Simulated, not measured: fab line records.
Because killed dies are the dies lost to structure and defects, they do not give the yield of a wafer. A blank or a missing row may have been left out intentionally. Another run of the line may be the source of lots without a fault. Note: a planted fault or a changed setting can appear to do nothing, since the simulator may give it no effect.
fab line records | flow rit-cmos
record lots=6 wafers=18 last-day=7
route steps=202 shown M1@184
lots untouched by any fault: they come from a run of this same line in which no faults occurred
start-h: the number of hours between the record's first day and the start of the first shown wafer of the lot | wait-h: how many hours have passed since the lot's step before this one | " unchanged from the row above | L1.1+2: several wafers, shown together as one row | - value missing, or start not given | * or withheld: withheld | < > ~ a bound
route shown NAME@n: names a module that has steps shown in the file, with the first one's number in the route | usual: average and standard deviation across the fault-free wafers | same: alike in all rows | chamber/n: place in a boat | sites: the reading at each site | _std_site: the values' standard deviation | _edge_site: the outer-site mean with the inner-site mean subtracted | radius-mm: how far each site lies from the wafer's centre | mask NAME#n: copy n | behind: the last tool/chamber to shape the wafer | hold: what put the lot on hold/how long, in hours/how the hold closed | device: whichever transistor did not switch (one of n, p or np) | end of line: the tests these same wafers got at the end of their route | a step with no rows: only its recipe | killed: at the first sort, the dies lost to defects and structure; wafer yield is something else | map: per-die view of a wafer (x killed, . not killed, _ where there is no die)
set.NAME: the setting that was run; set.NAME@STEP: the one run at that earlier step | model.NAME: the simulator's own value behind a step, which no gauge read
lots seen at some steps along the route; tables by step, rows by wafer
services: when a tool's chamber went out of use (start-h, in hours from the record's first day, below 0 if earlier), for how many hours, and the reason
## steps
# step RIT_M1_SPUTTER_00
# recipe material=Al target-thk-nm=400 power-w=2000 chamber-pressure-pa=0.4 gas=Ar time-s=500 substrate-temp-c=25
# usual throttle-valve-pct=29.6/0.58
# columns lot.wafer tool chamber start-h wait-h throttle-valve-pct
L184.1 pvd-sputter-04 - 60.56 0.0 29.6
L184.3 " - " " 29.4
L184.5 " - " " 30.3
L189.2 pvd-sputter-03 - 83.92 0.0 29.9
L189.4 " - " " 29.6
L189.5 " - " " 30.3
L198.1 pvd-sputter-04 - 140.05 0.0 29.5
L198.2 " - " " 30.1
L198.6 " - " " 30.3
L201.2 pvd-sputter-04 - 146.25 0.0 29.4
L201.4 " - " " 30.4
L201.6 " - " " 30.3
L200.1 pvd-sputter-04 - 153.17 0.0 29.6
L200.2 " - " " 29.1
L200.5 " - " " 29.3
L205.2 pvd-sputter-04 - 174.05 0.0 29.0
L205.4 " - " " 30.2
L205.5 " - " " 29.6
# step RIT_M1_RS_MEAS_01
# recipe thk-meas-gauge=four-point-probe reads=Al_of_M1_SPUTTER_00
# usual M1_AL_RS=0.0736/0.00077
# columns lot.wafer tool chamber start-h wait-h M1_AL_RS[ohm/sq]
L184.1 film-metro-03 - 60.86 0.1 0.0733
L184.3 " - " " 0.0736
L184.5 " - " " 0.0731
L189.2 film-metro-03 - 84.24 0.2 0.0744
L189.4 " - " " 0.0739
L189.5 " - " " 0.0734
L198.1 film-metro-01 - 140.34 0.1 0.0747
L198.2 " - " " 0.0748
L198.6 " - " " 0.0746
L201.2 film-metro-03 - 146.57 0.2 0.0733
L201.4 " - " " 0.0732
L201.6 " - " " 0.0739
L200.1 film-metro-01 - 153.46 0.1 0.0756
L200.2 " - " " 0.0746
L200.5 " - " " 0.0750
L205.2 film-metro-01 - 174.37 0.2 0.0733
L205.4 " - " " 0.0744
L205.5 " - " " 0.0747
# step RIT_M1_THK_MEAS_02
# recipe thk-meas-gauge=xrf reads=Al_of_M1_SPUTTER_00
# usual M1_AL_THK=400/4.5
# columns lot.wafer tool chamber start-h wait-h M1_AL_THK[nm]
L184.1 film-metro-03 - 60.98 0.1 401
L184.3 " - " " 398
L184.5 " - " " 403
L189.2 film-metro-03 - 84.35 0.1 395
L189.4 " - " " 396
L189.5 " - " " 399
L198.1 film-metro-01 - 140.46 0.1 400
L198.2 " - " " 395
L198.6 " - " " 397
L201.2 film-metro-03 - 146.68 0.1 402
L201.4 " - " " 399
L201.6 " - " " 398
L200.1 film-metro-01 - 153.58 0.1 389
L200.2 " - " " 392
L200.5 " - " " 390
L205.2 film-metro-01 - 174.48 0.1 403
L205.4 " - " " 398
L205.5 " - " " 395
# step RIT_M1_HMDS_03
# recipe prime-time-s=60 prime-temp-c=140
# step RIT_M1_COAT_04
# recipe resist=NOVOLAK spin-rpm=2000 resist-thk-nm=1300
# step RIT_M1_SOFTBAKE_05
# recipe resist=NOVOLAK temp-c=90 time-s=60
# step RIT_M1_EXPOSE_06
# recipe mask-id=M12 na=0.6 source-shape=conventional sigma-outer=0.5 target-cd-nm=2600 dose-mj=250
# step RIT_M1_PEB_07
# recipe resist=NOVOLAK temp-c=withheld time-s=withheld
# step RIT_M1_DEVELOP_08
# recipe resist=NOVOLAK develop-time-s=68 dev-temp-c=23
# step RIT_M1_CD_MEAS_09
# recipe target-cd-nm=2600
# usual cd-nm=2599.7/2.1
# columns lot.wafer tool chamber start-h wait-h cd-nm
L184.1 cd-sem-01 - 61.92 - 2599.2
L184.3 " - " " 2599.5
L184.5 " - " " 2601.3
L189.2 cd-sem-01 - 85.42 - 2602.8
L189.4 " - " " 2600.6
L189.5 " - " " 2602.1
L198.1 cd-sem-01 - 141.60 - 2599.1
L198.2 " - " " 2600.3
L198.6 " - " " 2598.0
L201.2 cd-sem-02 - 147.75 - 2600.1
L201.4 " - " " 2602.3
L201.6 " - " " 2602.2
L200.1 cd-sem-02 - 154.52 - 2598.5
L200.2 " - " " 2598.3
L200.5 " - " " 2599.4
L205.2 cd-sem-01 - 175.75 - 2597.4
L205.4 " - " " 2598.4
L205.5 " - " " 2597.8
# step RIT_M1_OVL_MEAS_10
# usual M1_OVL=-0.5/1.5
# columns lot.wafer tool chamber start-h wait-h M1_OVL[nm]
L184.1 overlay-02 - 62.04 0.1 -1.8
L184.3 " - " " -1.1
L184.5 " - " " -2.7
L189.2 overlay-02 - 85.53 0.1 -1.1
L189.4 " - " " -1.5
L189.5 " - " " -1.7
L198.1 overlay-02 - 141.72 0.1 -0.4
L198.2 " - " " -1.1
L198.6 " - " " -1.1
L201.2 overlay-02 - 147.86 0.1 0.1
L201.4 " - " " 1.0
L201.6 " - " " 2.8
L200.1 overlay-01 - 154.64 0.1 -1.5
L200.2 " - " " -0.8
L200.5 " - " " 0.2
L205.2 overlay-02 - 175.86 0.1 -0.5
L205.4 " - " " -0.3
L205.5 " - " " -2.0
# step RIT_M1_HARDBAKE_11
# recipe resist=NOVOLAK temp-c=140 time-s=120
# step RIT_M1_METAL_ETCH_12
# recipe stop-on=SiO2 chemistry=Cl2/BCl3 target=Al time-s=165 over-etch-frac=0.5 pressure-mtorr=100 target-depth-a=6000 rf-w=250 Cl2_flow_sccm=60 bcl3-flow-sccm=50
# usual chamber-pressure-mTorr=100.00/0.085 drypump-motor-current-A=5.47/0.27 he-backside-leak-sccm=3.5/0.35 oes-product-au=0.780/0.016 run-length-s=193.5/0.88 throttle-valve-pct=8.35/0.11
# columns lot.wafer tool chamber start-h wait-h chamber-pressure-mTorr drypump-motor-current-A he-backside-leak-sccm oes-product-au rf-hours-counter-h run-length-s throttle-valve-pct model.NOVOLAK_of_M1_COAT_04.thk-nm
L184.1 rie-metal-04 0 62.32 0.2 99.89 5.78 3.1 0.789 1 193.7 8.35 785.1
L184.3 " 0 " " 99.98 5.77 3.1 0.793 - 193.2 8.36 789
L184.5 " 1 " " 99.92 5.11 3.7 0.771 - 193.0 8.49 804
L189.2 rie-metal-01 1 85.81 0.2 99.93 5.16 3.1 0.797 36 193.5 8.35 807.1
L189.4 " 1 " " 99.92 5.14 3.1 0.795 - 193.9 8.34 803.6
L189.5 " 1 " " 100.12 5.14 3.1 0.805 - 193.3 8.36 805.3
L198.1 rie-metal-04 0 142.00 0.2 99.91 5.78 3.5 0.884 1 176.9 8.35 827.2
L198.2 " 1 " " 99.92 5.12 3.7 0.862 1 175.7 8.46 838.2
L198.6 " 1 " " 99.95 5.10 3.8 0.865 - 175.8 8.47 840
L201.2 rie-metal-04 0 148.14 0.2 99.88 5.78 3.5 0.895 2 177.5 8.34 827.2
L201.4 " 1 " " 99.88 5.11 3.7 0.872 - 175.8 8.47 837.6
L201.6 " 0 " " 99.99 5.77 3.5 0.892 - 176.8 8.36 824.3
L200.1 rie-metal-02 1 154.93 0.2 100.01 5.54 3.7 0.772 5 196.0 8.27 815.2
L200.2 " 0 " " 100.04 5.45 3.5 0.762 5 196.0 8.20 803.7
L200.5 " 0 " " 99.98 5.47 3.4 0.756 - 196.1 8.20 804.3
L205.2 rie-metal-01 1 176.42 0.2 100.07 5.15 3.0 0.776 0 193.9 8.33 805.3
L205.4 " 0 " " 100.18 5.82 3.6 0.784 - 193.2 8.54 797.5
L205.5 " 0 " " 99.96 5.81 3.5 0.789 - 193.3 8.51 802
# step RIT_M1_STRIP_13
# recipe chemistry=nmp resist=NOVOLAK temp-c=80 time-s=600 dry=n2-spin
# step RIT_M1_PROBE_99
# usual defect-limited-yield=97.4/1.2 killed-at-contacts=0.1/0.23 killed-at-front-end=7/3.1 killed-dies=7/3.1 killed-open=3.3/2 killed-short=3.6/1.9 sort_bin_3_pad_short=0.1/0.23 sort_bin_5_function=1.5/0.81 sort_bin_6_memory=1.0/0.63 sort-n-pass=257/3.1 sort-yield-pct=97.4/1.2
# same gross-dies=264 killed_at_M0_to_M3=0 killed_at_M4_up=0 killed-at-back-side=0 killed-at-other=0
# columns lot.wafer tool chamber start-h wait-h defect-limited-yield[%] killed-at-contacts killed-at-front-end killed-dies killed-open killed-short sort_bin_3_pad_short[%] sort_bin_5_function[%] sort_bin_6_memory[%] sort-n-pass sort-yield-pct[%]
L184.1 prober-01 - 64.58 0.1 98.5 0 4 4 3 1 0 0.4 1.1 260 98.5
L184.3 prober-01 - 64.68 0.2 98.1 0 5 5 1 4 0 1.5 0.4 259 98.1
L184.5 prober-01 - 64.78 0.2 98.1 0 5 5 3 2 0 0.8 1.1 259 98.1
L189.2 prober-02 - 88.11 0.1 96.6 0 9 9 5 4 0 1.5 1.9 255 96.6
L189.4 prober-02 - 88.21 0.2 95.5 0 12 12 7 5 0 3.4 1.1 252 95.5
L189.5 prober-02 - 88.26 0.2 97.3 0 7 7 3 4 0 1.9 0.8 257 97.3
L198.1 prober-01 - 144.25 0.1 97.3 0 7 7 2 5 0 0.8 1.9 257 97.3
L198.2 prober-01 - 144.30 0.1 99.2 0 2 2 1 1 0 0.8 0 262 99.2
L198.6 prober-01 - 144.50 0.2 97.7 0 6 6 1 5 0 1.1 1.1 258 97.7
L201.2 prober-01 - 150.45 0.1 97.3 0 7 7 4 3 0 1.9 0.8 257 97.3
L201.4 prober-01 - 150.55 0.2 97.7 1 5 6 5 1 0 1.5 0.8 258 97.7
L201.6 prober-01 - 150.65 0.2 97.3 0 7 7 4 3 0 1.5 1.1 257 97.3
L200.1 prober-02 - 157.24 0.1 97.7 0 6 6 1 5 0 0.8 1.5 258 97.7
L200.2 prober-02 - 157.29 0.1 97.3 0 7 7 2 5 0 1.9 0.8 257 97.3
L200.5 prober-02 - 157.44 0.2 98.1 0 5 5 3 2 0 1.1 0.8 259 98.1
L205.2 prober-01 - 178.72 0.1 98.5 0 4 4 4 0 0 1.1 0.4 260 98.5
L205.4 prober-01 - 178.82 0.2 96.6 0 9 9 5 4 0.4 2.7 0.4 255 96.6
L205.5 prober-01 - 178.87 0.2 98.1 0 5 5 4 1 0 1.5 0.4 259 98.1
# killed by level:class
L184.1 SILICIDE:geometric-particle:open=2 FOX1:geometric-particle:short=1 GATE:geometric-particle:open=1
L184.3 GATE:geometric-particle:short=3 FOX2:geometric-particle:short=1 SILICIDE:geometric-particle:open=1
L184.5 REOX:geometric-particle:open=2 FOX1:geometric-particle:open=1 REOX:geometric-particle:short=1 SPACER:geometric-particle:short=1
L189.2 GATE:geometric-particle:open=2 GATE:geometric-particle:short=2 SPACER:geometric-particle:open=2 FOX1:geometric-particle:short=1 FOX1:geometric-particle:open=1 SPACER:geometric-particle:short=1
L189.4 SPACER:geometric-particle:open=3 FOX2:geometric-particle:open=2 GATE:geometric-particle:open=2 SPACER:geometric-particle:short=2 FOX1:geometric-particle:short=1 FOX2:geometric-particle:short=1 GATE:geometric-particle:short=1
L189.5 GATE:geometric-particle:open=2 SPACER:geometric-particle:short=2 FOX2:geometric-particle:open=1 GATE:geometric-particle:short=1 SILICIDE:geometric-particle:short=1
L198.1 GATE:geometric-particle:short=3 FOX2:geometric-particle:open=1 FOX2:geometric-particle:short=1 REOX:geometric-particle:open=1 SPACER:geometric-particle:short=1
L198.2 REOX:geometric-particle:short=1 SILICIDE:geometric-particle:open=1
L198.6 GATE:geometric-particle:short=2 ACTIVE:geometric-particle:short=1 FOX1:geometric-particle:short=1 GATE:geometric-particle:open=1 SPACER:geometric-particle:short=1
L201.2 GATE:geometric-particle:short=2 GATE:geometric-particle:open=2 SPACER:geometric-particle:open=1 SPACER:geometric-particle:short=1 SILICIDE:geometric-particle:open=1
L201.4 GATE:geometric-particle:open=4 SPACER:geometric-particle:open=1 CONTACT:geometric-particle:short=1
L201.6 GATE:geometric-particle:open=3 SPACER:geometric-particle:short=2 GATE:geometric-particle:short=1 SPACER:geometric-particle:open=1
L200.1 GATE:geometric-particle:short=3 FOX1:geometric-particle:short=2 GATE:geometric-particle:open=1
L200.2 GATE:geometric-particle:short=2 FOX1:geometric-particle:open=1 FOX2:geometric-particle:short=1 GATE:geometric-particle:open=1 REOX:geometric-particle:short=1 SPACER:geometric-particle:short=1
L200.5 FOX1:geometric-particle:short=2 REOX:geometric-particle:open=2 FOX2:geometric-particle:open=1
L205.2 GATE:geometric-particle:open=2 SPACER:geometric-particle:open=1 SILICIDE:geometric-particle:open=1
L205.4 SPACER:geometric-particle:short=2 GATE:geometric-particle:open=2 GATE:geometric-particle:short=2 SILICIDE:geometric-particle:open=2 FOX1:geometric-particle:open=1
L205.5 GATE:geometric-particle:open=2 REOX:geometric-particle:open=2 SPACER:geometric-particle:short=1
## services
# columns tool chamber start-h hours kind
pvd-sputter-03 - 40.48 22.1 repair
rie-metal-01 - 70.99 0.9 repair
rie-metal-01 - 78.40 0.8 repair
rie-metal-02 - 108.74 0.7 repair
rie-metal-01 - 136.12 20.0 pm
rie-metal-01 0 136.12 20.0 vent-cycle
rie-metal-01 1 136.12 20.0 vent-cycle
rie-metal-01 0 156.12 - clean
rie-metal-01 1 156.12 - clean
rie-metal-04 - 161.57 0.1 repair
pvd-sputter-04 - 164.86 2.7 repair
## key
first-sign step=RIT_M1_METAL_ETCH_12 reading=run-length-s direction=down sigmas=19 usual=* struck=*
effect step=RIT_M1_METAL_ETCH_12 reading=oes-product-au direction=up sigmas=6.1 usual=0.780 struck=0.878
model-effect step=RIT_M1_METAL_ETCH_12 value=NOVOLAK_of_M1_COAT_04.thk-nm without=798.5 struck=832.4
met-at RIT_M1_METAL_ETCH_12
struck-wafers L198.1,L198.2,L198.6,L201.2,L201.4,L201.6
onset-between 62.32 142.00
fault kind=process-parameter-drift tool=rie-metal-04 chamber=- onset-h=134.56 steps=RIT_M1_METAL_ETCH_12 channel=time-s offset=* shape=step end-h=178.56 stated=*
